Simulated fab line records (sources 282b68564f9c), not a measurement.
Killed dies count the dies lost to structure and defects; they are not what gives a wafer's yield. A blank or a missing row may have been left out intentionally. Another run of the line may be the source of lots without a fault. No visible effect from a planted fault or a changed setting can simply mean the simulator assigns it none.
fab line records | flow ritCmos
[record] lots = 7 | wafers = 21 | lastDay = 7
route steps=202 shown GATE@77 FOX2@80 REOX@98
lots that met no fault: from a run of the same line without faults
startH: start of the lot's first displayed wafer, in hours after the record's first day | waitH: hours since the lot's step before | " same as the row above | L1.1+2: a single row standing in for several wafers | - no value, or no start was given | * or withheld: withheld | < > ~ a bound
route shown NAME@n: NAME is a module with steps in the file, n the number in the route of the first one | usual: the fault-free wafers' mean and standard deviation | same: alike in all rows | chamber/n: place in a boat | sites: each site's reading | _std_site: the values' standard deviation | _edge_site: mean of outer sites minus mean of inner sites | radiusMm: for every site, how far away it sits from the centre of the wafer | mask NAME#n: copy n | behind: tool/chamber where the wafer was last shaped | hold: why the lot was held/for how many hours/how that ended | device: whichever transistor did not switch (one of n, p or np) | end of line: tests run on the same wafers once the route is complete | a step given without rows: its recipe and nothing more | killed: at the first sort, the dies lost to defects and structure; wafer yield is something else | map: per-die view of a wafer (x killed, . not killed, _ where there is no die)
set.NAME: the setting the step ran with; set.NAME@STEP: the setting that earlier step ran with | model.NAME: the simulator's own value behind a step, which no gauge read
lots at selected steps of the route; one table per step, one row per wafer
services: a tool's chamber out of use, with start hour (startH, from the record's first day; less than 0 if before it), hours out, and reason
[[steps]]
[step RIT_GATE_CLEAN_02]
[recipe] chemistry = dHF | dilution = 50:1 | timeS = 30
[step RIT_GATE_CLEAN_03]
[recipe] chemistry = SC2 | mix = 3:3:50 | timeS = 600 | tempC = 75 | dry = n2Spin
[step RIT_GATE_CLEAN_04]
[recipe] chemistry = dHF | dilution = 50:1 | timeS = 60 | dry = n2Spin
[step RIT_FOX2_THK_MEAS_91]
[recipe] reads = SiO2_of_FOX2_OXIDATION_00
[usual] FIELD_OXIDE_LEFT_2_THK = 253/5.1
lot.wafer | tool         | chamber | startH | waitH | FIELD_OXIDE_LEFT_2_THK[nm]
L724.3    | filmMetro-01 | -       | 53.04  | 0.0   | 246
L724.4    | "            | -       | "      | "     | 250
L724.5    | "            | -       | "      | "     | 244
L725.1    | filmMetro-02 | -       | 58.24  | 0.0   | 250
L725.3    | "            | -       | "      | "     | 252
L725.6    | "            | -       | "      | "     | 250
L731.1    | filmMetro-03 | -       | 87.82  | 0.0   | 254
L731.3    | "            | -       | "      | "     | 252
L731.5    | "            | -       | "      | "     | 254
L735.1    | filmMetro-01 | -       | 106.82 | 0.0   | 260
L735.2    | "            | -       | "      | "     | 254
L735.5    | "            | -       | "      | "     | 255
L737.1    | filmMetro-01 | -       | 119.03 | 0.0   | 255
L737.3    | "            | -       | "      | "     | 257
L737.5    | "            | -       | "      | "     | 256
L738.1    | filmMetro-01 | -       | 122.49 | 0.0   | 243
L738.5    | "            | -       | "      | "     | 249
L738.6    | "            | -       | "      | "     | 249
L742.2    | filmMetro-03 | -       | 143.27 | 0.0   | 252
L742.4    | "            | -       | "      | "     | 254
L742.6    | "            | -       | "      | "     | 257
[step RIT_GATE_OXIDATION_05]
[recipe] tempC = 900 | ambient = O2 | targetThkA = 30 | oxTimeS = 270
[step RIT_GATE_ANNEAL_06]
[recipe] tempC = 900 | timeS = 600 | ambient = N2O
[step RIT_GATE_THK_MEAS_07]
[recipe] reads = SiO2_of_GATE_OXIDATION_05
[usual] GATE_OXIDE_THK = 3.01/0.07
lot.wafer | tool         | chamber | startH | waitH | GATE_OXIDE_THK[nm]
L724.3    | filmMetro-01 | -       | 54.42  | 0.0   | 3.00
L724.4    | "            | -       | "      | "     | 3.04
L724.5    | "            | -       | "      | "     | 2.99
L725.1    | filmMetro-03 | -       | 62.30  | 0.0   | 2.96
L725.3    | "            | -       | "      | "     | 2.91
L725.6    | "            | -       | "      | "     | 3.00
L731.1    | filmMetro-02 | -       | 89.34  | 0.0   | 3.20
L731.3    | "            | -       | "      | "     | 3.16
L731.5    | "            | -       | "      | "     | 3.12
L735.1    | filmMetro-03 | -       | 108.21 | 0.0   | 3.12
L735.2    | "            | -       | "      | "     | 3.07
L735.5    | "            | -       | "      | "     | 3.07
L737.1    | filmMetro-01 | -       | 121.49 | 0.0   | 3.02
L737.3    | "            | -       | "      | "     | 3.06
L737.5    | "            | -       | "      | "     | 3.07
L738.1    | filmMetro-02 | -       | 123.88 | 0.0   | 3.10
L738.5    | "            | -       | "      | "     | 3.10
L738.6    | "            | -       | "      | "     | 3.10
L742.2    | filmMetro-02 | -       | 144.66 | 0.0   | 2.92
L742.4    | "            | -       | "      | "     | 2.99
L742.6    | "            | -       | "      | "     | 2.96
[step RIT_GATE_CVD_08]
[recipe] material = poly-Si | targetThkNm = 250 | tempC = 610 | precursor = SiH4 | timeS = 2220 | pressureMtorr = 300 | sih4FlowSccm = 100
[step RIT_GATE_THK_MEAS_09]
[recipe] reads = poly-Si_of_GATE_CVD_08
[usual] GATE_POLY_THK = 249.6/2.2
lot.wafer | tool         | chamber | startH | waitH | GATE_POLY_THK[nm]
L724.3    | filmMetro-02 | -       | 56.10  | 0.0   | 248.6
L724.4    | "            | -       | "      | "     | 249.5
L724.5    | "            | -       | "      | "     | 246.9
L725.1    | filmMetro-01 | -       | 63.98  | 0.0   | 247.4
L725.3    | "            | -       | "      | "     | 247.9
L725.6    | "            | -       | "      | "     | 248.6
L731.1    | filmMetro-01 | -       | 91.02  | 0.0   | 251.6
L731.3    | "            | -       | "      | "     | 251.7
L731.5    | "            | -       | "      | "     | 250.2
L735.1    | filmMetro-01 | -       | 109.88 | 0.0   | 246.7
L735.2    | "            | -       | "      | "     | 246.5
L735.5    | "            | -       | "      | "     | 245.8
L737.1    | filmMetro-03 | -       | 123.16 | 0.0   | 252.3
L737.3    | "            | -       | "      | "     | 248.6
L737.5    | "            | -       | "      | "     | 250.7
L738.1    | filmMetro-03 | -       | 125.55 | 0.0   | 251.6
L738.5    | "            | -       | "      | "     | 253.2
L738.6    | "            | -       | "      | "     | 252.0
L742.2    | filmMetro-01 | -       | 146.34 | 0.0   | 247.6
L742.4    | "            | -       | "      | "     | 247.5
L742.6    | "            | -       | "      | "     | 248.0
[step RIT_GATE_HMDS_10]
[recipe] primeTimeS = 60 | primeTempC = 140
[step RIT_GATE_COAT_11]
[recipe] resist = NOVOLAK | spinRpm = 4250 | resistThkNm = 850
[step RIT_GATE_SOFTBAKE_12]
[recipe] resist = NOVOLAK | tempC = 90 | timeS = 60
[step RIT_GATE_EXPOSE_13]
[recipe] maskId = M6 | na = 0.6 | sourceShape = conventional | sigmaOuter = 0.6 | targetCdNm = 150 | doseMj = 380
[usual] focusOffsetNm = 0.1/0.49
lot.wafer | tool            | chamber | startH | waitH | mask | focusOffsetNm
L724.3    | ilineStepper-02 | 0       | 56.99  | 0.2   | M6#0 | -0.7
L724.4    | "               | 0       | "      | "     | M6#0 | 0.0
L724.5    | "               | 0       | "      | "     | M6#0 | -0.6
L725.1    | ilineStepper-02 | 0       | 64.51  | 0.1   | M6#0 | -0.3
L725.3    | "               | 0       | "      | "     | M6#0 | -0.3
L725.6    | "               | 0       | "      | "     | M6#0 | -0.3
L731.1    | ilineStepper-02 | 0       | 91.53  | 0.1   | M6#0 | -0.2
L731.3    | "               | 0       | "      | "     | M6#0 | -0.2
L731.5    | "               | 0       | "      | "     | M6#0 | -0.9
L735.1    | ilineStepper-02 | 0       | 110.44 | 0.1   | M6#0 | -0.1
L735.2    | "               | 0       | "      | "     | M6#0 | 0.4
L735.5    | "               | 0       | "      | "     | M6#0 | 0.2
L737.1    | ilineStepper-02 | 0       | 123.80 | 0.2   | M6#0 | 0.6
L737.3    | "               | 0       | "      | "     | M6#0 | 0.6
L737.5    | "               | 0       | "      | "     | M6#0 | 0.6
L738.1    | ilineStepper-02 | 0       | 126.23 | 0.1   | M6#0 | -0.3
L738.5    | "               | 0       | "      | "     | M6#0 | 0.1
L738.6    | "               | 0       | "      | "     | M6#0 | 0.4
L742.2    | ilineStepper-01 | 0       | 146.98 | 0.2   | M6#0 | 0.0
L742.4    | "               | 0       | "      | "     | M6#0 | 0.0
L742.6    | "               | 0       | "      | "     | M6#0 | 0.2
[step RIT_GATE_PEB_14]
[recipe] resist = NOVOLAK | tempC = withheld | timeS = withheld
[step RIT_GATE_DEVELOP_15]
[recipe] resist = NOVOLAK | developTimeS = 50 | devTempC = 23
[step RIT_GATE_CD_MEAS_16]
[recipe] targetCdNm = 150
[usual] cdNm = 150/3.2
lot.wafer | tool     | chamber | startH | waitH | cdNm
L724.3    | cdSem-01 | -       | 57.49  | -     | 145
L724.4    | "        | -       | "      | "     | 143
L724.5    | "        | -       | "      | "     | 145
L725.1    | cdSem-01 | -       | 64.91  | -     | 148
L725.3    | "        | -       | "      | "     | 148
L725.6    | "        | -       | "      | "     | 149
L731.1    | cdSem-01 | -       | 91.93  | -     | 154
L731.3    | "        | -       | "      | "     | 154
L731.5    | "        | -       | "      | "     | 156
L735.1    | cdSem-01 | -       | 110.92 | -     | -
L735.2    | "        | -       | "      | "     | -
L735.5    | "        | -       | "      | "     | -
L737.1    | cdSem-01 | -       | 124.29 | -     | -
L737.3    | "        | -       | "      | "     | -
L737.5    | "        | -       | "      | "     | -
L738.1    | cdSem-01 | -       | 126.63 | -     | -
L738.5    | "        | -       | "      | "     | -
L738.6    | "        | -       | "      | "     | -
L742.2    | cdSem-01 | -       | 147.38 | -     | 152
L742.4    | "        | -       | "      | "     | 148
L742.6    | "        | -       | "      | "     | 149
[step RIT_GATE_OVL_MEAS_17]
[usual] GATE_OVL = -0.6/1.6
lot.wafer | tool       | chamber | startH | waitH | GATE_OVL[nm]
L724.3    | overlay-02 | -       | 57.58  | 0.1   | -0.2
L724.4    | "          | -       | "      | "     | -1.0
L724.5    | "          | -       | "      | "     | 1.7
L725.1    | overlay-02 | -       | 65.03  | 0.1   | 1.1
L725.3    | "          | -       | "      | "     | 0.0
L725.6    | "          | -       | "      | "     | -0.4
L731.1    | overlay-01 | -       | 92.05  | 0.1   | -0.9
L731.3    | "          | -       | "      | "     | -2.2
L731.5    | "          | -       | "      | "     | -0.9
L735.1    | overlay-02 | -       | 111.04 | 0.1   | -2.3
L735.2    | "          | -       | "      | "     | -3.1
L735.5    | "          | -       | "      | "     | -0.8
L737.1    | overlay-01 | -       | 124.41 | 0.1   | -2.6
L737.3    | "          | -       | "      | "     | -0.9
L737.5    | "          | -       | "      | "     | -
L738.1    | overlay-01 | -       | 126.75 | 0.1   | -3.3
L738.5    | "          | -       | "      | "     | -2.1
L738.6    | "          | -       | "      | "     | -1.6
L742.2    | overlay-02 | -       | 147.49 | 0.1   | 2.1
L742.4    | "          | -       | "      | "     | 1.1
L742.6    | "          | -       | "      | "     | 3.6
[step RIT_GATE_HARDBAKE_18]
[recipe] resist = NOVOLAK | tempC = 140 | timeS = 60
[step RIT_GATE_ETCH_19]
[recipe] chemistry = SF6/CHF3/O2 | timeS = 165 | SF6_flow_sccm = 30 | CHF3_flow_sccm = 30 | O2_flow_sccm = 5 | target = poly-Si | pressureMtorr = 40 | rfW = 160 | targetDepthA = 3125 | overEtchFrac = 0.25 | stopOn = SiO2
[usual] SF6_flow_sccm = 30.01/0.088 | drypumpMotorCurrentA = 5.8/0.43 | oesProductAu = 0.845/0.015 | throttleValvePct = 10.26/0.11
lot.wafer | tool     | chamber | startH | waitH | SF6_flow_sccm | drypumpMotorCurrentA | oesProductAu | rfHoursCounterH | throttleValvePct
L724.3    | rieSi-02 | 3       | 57.75  | 0.1   | 30.16         | 6.3                  | 0.850        | 0               | 10.29
L724.4    | "        | 1       | "      | "     | 30.08         | 5.9                  | 0.845        | -               | 10.21
L724.5    | "        | 2       | "      | "     | 29.97         | 5.1                  | 0.830        | -               | 10.08
L725.1    | rieSi-01 | 3       | 65.21  | 0.1   | 30.12         | 6.0                  | 0.864        | 4               | 10.43
L725.3    | "        | 2       | "      | "     | 29.97         | 6.4                  | 0.820        | 5               | 10.41
L725.6    | "        | 1       | "      | "     | 30.00         | 6.1                  | 0.851        | -               | 10.22
L731.1    | rieSi-01 | 2       | 92.23  | 0.1   | 29.97         | 6.4                  | 0.824        | 6               | 10.42
L731.3    | "        | 1       | "      | "     | 30.09         | 6.0                  | 0.857        | 139             | 10.23
L731.5    | "        | 0       | "      | "     | 30.05         | 5.1                  | 0.856        | -               | 10.21
L735.1    | rieSi-01 | 2       | 111.22 | 0.1   | 29.93         | 6.4                  | 0.807        | 6               | 10.41
L735.2    | "        | 0       | "      | "     | 30.02         | 5.2                  | 0.845        | 4               | 10.21
L735.5    | "        | 3       | "      | "     | 30.10         | 6.0                  | 0.854        | -               | 10.45
L737.1    | rieSi-01 | 1       | 124.61 | 0.1   | 29.95         | 6.0                  | 0.860        | 140             | 10.22
L737.3    | "        | 0       | "      | "     | 30.17         | 5.2                  | 0.847        | 4               | 10.23
L737.5    | "        | 1       | "      | "     | 30.01         | 6.0                  | 0.856        | -               | 10.21
L738.1    | rieSi-02 | 1       | 126.94 | 0.1   | 30.05         | 5.9                  | 0.852        | 57              | 10.20
L738.5    | "        | 1       | "      | "     | 30.04         | 5.9                  | 0.854        | -               | 10.21
L738.6    | "        | 0       | "      | "     | 30.08         | 5.8                  | 0.836        | -               | 10.26
L742.2    | rieSi-02 | 3       | 147.67 | 0.1   | 29.91         | 6.3                  | 0.847        | 1               | 10.29
L742.4    | "        | 2       | "      | "     | 29.84         | 5.1                  | 0.838        | 116             | 10.08
L742.6    | "        | 1       | "      | "     | 30.01         | 5.9                  | 0.846        | -               | 10.22
[step RIT_GATE_STRIP_20]
[recipe] chemistry = O2 | timeS = 180 | resist = NOVOLAK | platenTempC = withheld | powerW = 500 | pressureMtorr = 4000 | o2FlowSccm = 4000
[usual] drypumpMotorCurrentA = 5.6/0.42
lot.wafer | tool           | chamber | startH | waitH | drypumpMotorCurrentA | rfHoursCounterH
L724.3    | plasmaAsher-02 | 0       | 57.92  | 0.1   | 5.1                  | -
L724.4    | "              | 1       | "      | "     | 5.9                  | -
L724.5    | "              | 0       | "      | "     | 5.1                  | -
L725.1    | plasmaAsher-02 | 0       | 65.32  | 0.1   | 5.1                  | 30
L725.3    | "              | 0       | "      | "     | 5.1                  | -
L725.6    | "              | 0       | "      | "     | 5.1                  | -
L731.1    | plasmaAsher-02 | 0       | 92.34  | 0.1   | 5.1                  | 33
L731.3    | "              | 1       | "      | "     | 6.0                  | -
L731.5    | "              | 1       | "      | "     | 6.0                  | -
L735.1    | plasmaAsher-02 | 1       | 111.33 | 0.1   | 6.0                  | 34
L735.2    | "              | 0       | "      | "     | 5.1                  | 34
L735.5    | "              | 1       | "      | "     | 5.9                  | -
L737.1    | plasmaAsher-02 | 0       | 124.72 | 0.1   | 5.1                  | 36
L737.3    | "              | 1       | "      | "     | 5.9                  | -
L737.5    | "              | 0       | "      | "     | 5.1                  | -
L738.1    | plasmaAsher-01 | 0       | 127.04 | 0.1   | 5.6                  | 51
L738.5    | "              | 1       | "      | "     | 6.3                  | -
L738.6    | "              | 0       | "      | "     | 5.6                  | -
L742.2    | plasmaAsher-02 | 1       | 147.77 | 0.1   | 5.9                  | 39
L742.4    | "              | 1       | "      | "     | 6.0                  | -
L742.6    | "              | 0       | "      | "     | 5.1                  | -
[step RIT_GATE_CD_MEAS_90]
[recipe] targetCdNm = 150
[usual] cdNm = 150/3.2
lot.wafer | tool     | chamber | startH | waitH | cdNm
L724.3    | cdSem-01 | -       | 58.08  | 0.1   | 145
L724.4    | "        | -       | "      | "     | 144
L724.5    | "        | -       | "      | "     | 145
L725.1    | cdSem-01 | -       | 65.49  | 0.1   | 149
L725.3    | "        | -       | "      | "     | 148
L725.6    | "        | -       | "      | "     | 149
L731.1    | cdSem-01 | -       | 92.52  | 0.1   | 154
L731.3    | "        | -       | "      | "     | 154
L731.5    | "        | -       | "      | "     | 155
L735.1    | cdSem-01 | -       | 111.51 | 0.1   | -
L735.2    | "        | -       | "      | "     | -
L735.5    | "        | -       | "      | "     | -
L737.1    | cdSem-01 | -       | 124.90 | 0.1   | -
L737.3    | "        | -       | "      | "     | -
L737.5    | "        | -       | "      | "     | -
L738.1    | cdSem-01 | -       | 127.28 | 0.2   | -
L738.5    | "        | -       | "      | "     | -
L738.6    | "        | -       | "      | "     | -
L742.2    | cdSem-01 | -       | 147.97 | 0.1   | 152
L742.4    | "        | -       | "      | "     | 148
L742.6    | "        | -       | "      | "     | 149
[step RIT_REOX_CLEAN_00]
[recipe] chemistry = SC1 | mix = 3:3:50 | timeS = 600 | tempC = 75
[[services]]
tool            | chamber | startH | hours | kind
rieSi-02        | 0       | 54.12  | 4.5   | repair
rieSi-02        | 3       | 59.48  | 4.6   | repair
rieSi-02        | 3       | 64.96  | 24.9  | repair
ilineStepper-01 | 0       | 104.23 | -     | calibration
ilineStepper-02 | -       | 120.58 | 1.7   | pm
ilineStepper-01 | -       | 127.32 | 1.7   | pm
rieSi-01        | -       | 137.31 | 2.8   | pm
[[key]]
[firstSign] step = RIT_GATE_CD_MEAS_16 | reading = cdNm | direction = missing
[effect] step = RIT_GATE_CD_MEAS_90 | reading = cdNm | direction = missing
metAt RIT_GATE_EXPOSE_13
struckWafers L735.1,L735.2,L735.5,L737.1,L737.3,L737.5,L738.1,L738.5,L738.6
laterRowsLeftOut L737.5
sortLeftOut L737.1,L737.3,L737.5,L738.1,L738.5,L738.6
testerLeftOut L735,L737,L738
onsetBetween 91.53 110.44
[fault] kind = processParameterDrift | tool = ilineStepper-02 | chamber = - | onsetH = 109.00 | steps = RIT_GATE_EXPOSE_13 | channel = focusNm | offset = 1185.8 | spreadByWafer = 0.3 | shape = step | endH = 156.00
// testerLeftOut: of these lots the tester's yield and bins aren't shown, on N5 and GAA mostly nor the transistor test; their killed dies are dies lost to structure and defects alone, not to doping, threshold or leakage, so they don't give the yield
// sortLeftOut: the simulated sort isn't trusted on such a fault, so these wafers' sort isn't shown, and their yield isn't known
// laterRowsLeftOut: the simulator's readings of these wafers behind a module that went badly wrong aren't trusted and aren't shown, but for the sort
